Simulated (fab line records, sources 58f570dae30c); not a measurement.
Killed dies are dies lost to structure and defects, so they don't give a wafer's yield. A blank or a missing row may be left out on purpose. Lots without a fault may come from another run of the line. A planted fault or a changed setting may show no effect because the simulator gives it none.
Which tool did it? | flow berkeley_cmos170 | 7 lots, 21 wafers sampled, at 2 steps of a route of 331

WHAT THE GAUGES READ, wafer by wafer
UCB170_SPACER_THK_MEAS_01.
lot  | measured     | on            | SPACER_TEOS_THK (nm)
L501 | day 6 04:28  | film_metro-01 | 372 367 381
L503 | day 6 21:32  | film_metro-04 | 378 377 382
L502 | day 7 04:16  | film_metro-01 | 372 373 378
L511 | day 8 08:17  | film_metro-01 | 326 331 327
L518 | day 9 21:09  | film_metro-04 | 378 383 383
L520 | day 10 21:19 | film_metro-04 | 378 378 381
L522 | day 10 22:01 | film_metro-01 | 375 376 377

WHICH TOOL RAN EACH LOT (tool, then ch and the chambers of the sampled wafers, then the start)
lot  | UCB170_SPACER_CVD_00
L501 | pecvd-03 ch 1,2, day 6 04:25
L503 | pecvd-01 ch 0,1, day 6 21:28
L502 | pecvd-03 ch 0,1,2, day 7 04:13
L511 | pecvd-03 ch 0,2, day 8 08:15
L518 | pecvd-02 ch 0,2, day 9 21:05
L520 | pecvd-01 ch 0,1,2, day 10 21:17
L522 | pecvd-01 ch 0,1,2, day 10 21:58
- UCB170_SPACER_CVD_00: deposits SiO2 from TEOS/O2, target thk 376 nm, time 47 s.

THE ANSWER, worked out from the rows above alone
Rule: what is usual is taken from the lots themselves. Put in order of their means at a reading, lots are off if they are a third of the lots or fewer, leave a main group of 4 or more, and stand apart from it by a gap of 3 or more times the standard deviation of the main group's means; of several such gaps the widest counts. A main group whose means are all the same, to the digits that the tables above print for the reading, isn't used. A lot without any number at a reading at which 4 lots or more have one is off too. The other lots that the step has rows for count as sound.
Off: L511, at UCB170_SPACER_THK_MEAS_01 (SPACER_TEOS_THK). The main group: mean 377 nm, standard deviation 2.8.
A tool fits if, at a process step before that reading, it ran every lot that is off, and no sound lot after the first of them. The gauges at UCB170_SPACER_THK_MEAS_01 are tried like those tools. One fits: pecvd-03 at UCB170_SPACER_CVD_00. Its last sound lot is L502 (day 7 04:13), its first lot that is off L511 (day 8 08:15): a fault that began between those two fits.

WHAT THE SIMULATOR HAD PUT IN
Process parameter drift: pecvd-03, from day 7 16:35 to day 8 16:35, at UCB170_SPACER_CVD_00. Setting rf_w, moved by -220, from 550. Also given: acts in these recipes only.
Lots struck among those shown: L511. The rule above found the same.
